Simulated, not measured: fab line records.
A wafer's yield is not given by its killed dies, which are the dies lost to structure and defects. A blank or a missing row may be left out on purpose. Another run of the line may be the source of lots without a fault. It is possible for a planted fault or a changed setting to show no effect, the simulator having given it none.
Split-lot trial ; flow berkeleyCmos170 ; 5 lots, 23 wafers read, on a route of 331 steps

THE SPLIT ITSELF
At UCB170_V2_PEB_10, the setting pebTempC was moved away from the recipe's 130 C on 10 of the 23 wafers read, by -1.7% to +2.7%. This setting was run at the recipe's value on the other wafers.

FROM THE SPLIT TO THE READING: what the file shows between them, 4 steps
- UCB170_V2_DEVELOP_11: develop time 45 s
- UCB170_V2_CD_MEAS_12: target cd 700 nm
- UCB170_V2_ETCH_14: etches SiO2 in CHF3/CF4/Ar, stops on Al, target depth 1250 nm, time 291 s
- UCB170_V2_STRIP_15: strips in O2

THE READING
Shown in nm: cdNm at UCB170_V2_CD_MEAS_90, with target cd 700 nm. Typical for fault-free wafers on this fab line: 699.5 nm, with standard deviation 2 nm.

wafer;tool, chamber at the split;pebTempC as run, C;against the recipe;cdNm, nm;against lot-mates on the recipe
L075.1;lithoTrack-02, 0;130;recipe;700.7;-
L075.3;lithoTrack-02, 0;130;recipe;699.5;-
L075.4;lithoTrack-02, 0;130;recipe;702.7;-
L077.1;lithoTrack-04, 0;127.8;-1.7%;684.8;-16.3
L077.2;lithoTrack-04, 0;127.8;-1.7%;683.6;-17.5
L077.4;lithoTrack-04, 0;130;recipe;701.6;-
L077.5;lithoTrack-04, 0;127.8;-1.7%;684.2;-16.9
L077.6;lithoTrack-04, 0;130;recipe;700.6;-
L078.1;lithoTrack-04, 0;133.5;+2.7%;716.4;+19.4
L078.2;lithoTrack-04, 0;130;recipe;697.6;-
L078.4;lithoTrack-04, 0;130;recipe;696.7;-
L078.5;lithoTrack-04, 0;130;recipe;696.7;-
L078.6;lithoTrack-04, 0;133.5;+2.7%;716.5;+19.5
L082.1;lithoTrack-02, 0;130;recipe;701.1;-
L082.2;lithoTrack-02, 0;128;-1.5%;687.9;-14.3
L082.4;lithoTrack-02, 0;130;recipe;703.3;-
L082.5;lithoTrack-02, 0;128;-1.5%;687.3;-14.9
L082.6;lithoTrack-02, 0;128;-1.5%;689.3;-12.9
L083.2;lithoTrack-03, 0;130;recipe;700.1;-
L083.3;lithoTrack-03, 0;131.6;+1.2%;708.6;+8.5
L083.4;lithoTrack-03, 0;131.6;+1.2%;708.3;+8.2
L083.5;lithoTrack-03, 0;130;recipe;700.8;-
L083.6;lithoTrack-03, 0;130;recipe;699.5;-

FIT RESULTS
A straight line over all 23 wafers: cdNm changes by +7.31 nm for each +1% of pebTempC; r = +0.97; the points scatter about the line by 2.1 nm.
The same after taking each lot's own level away (the mean of its wafers on the recipe; 23 wafers): +8.25 nm for each +1%; r = +0.99; scatter 1.5 nm.
On that fit, the largest move of pebTempC shifts the reading by 22 nm.
From 697.00 to 702.20 nm: that is the span of the lots' own levels, equal to 2.6 times the standard deviation above.
So the slope is not independent of the lot-to-lot level: the two fits are not the same.
Check: for one of the wafers moved furthest among these (+2.7%), held out of the fit, the line's prediction against its lot-mates is +22 nm. It came out at +19.4 nm against them.

OTHER SPLITS ON THESE WAFERS
Before the reading, these wafers also passed through other splits. Each is held against what the fit with the lots' levels taken away leaves over:
other split on the same wafers;wafers away from the commonest value;r with cdNm (lot level and that fit taken away)
UCB170_M2_SPUTTER_01 powerW;10;+0.05
UCB170_M2_METAL_ETCH_18 icpW;7;-0.07

THE WHOLE CHAIN: every reading that the file lists as answering this split, in the file's order
step;what it does;reading;change (the file's fit);r (the file's)
UCB170_V2_CD_MEAS_12;target cd 700 nm;cdNm;+8.06 nm for each +1% of the setting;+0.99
UCB170_V2_ETCH_14;etches SiO2 in CHF3/CF4/Ar, stops on Al, target depth 1250 nm, time 291 s;V2.cdNm (the simulator's own value, which no gauge read);+8.07 nm for each +1% of the setting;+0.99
UCB170_V2_CD_MEAS_90;target cd 700 nm;cdNm;+8.05 nm for each +1% of the setting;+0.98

FILE'S OWN FIT
cdNm changes by +8.05 nm for each +1% of pebTempC, r = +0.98.
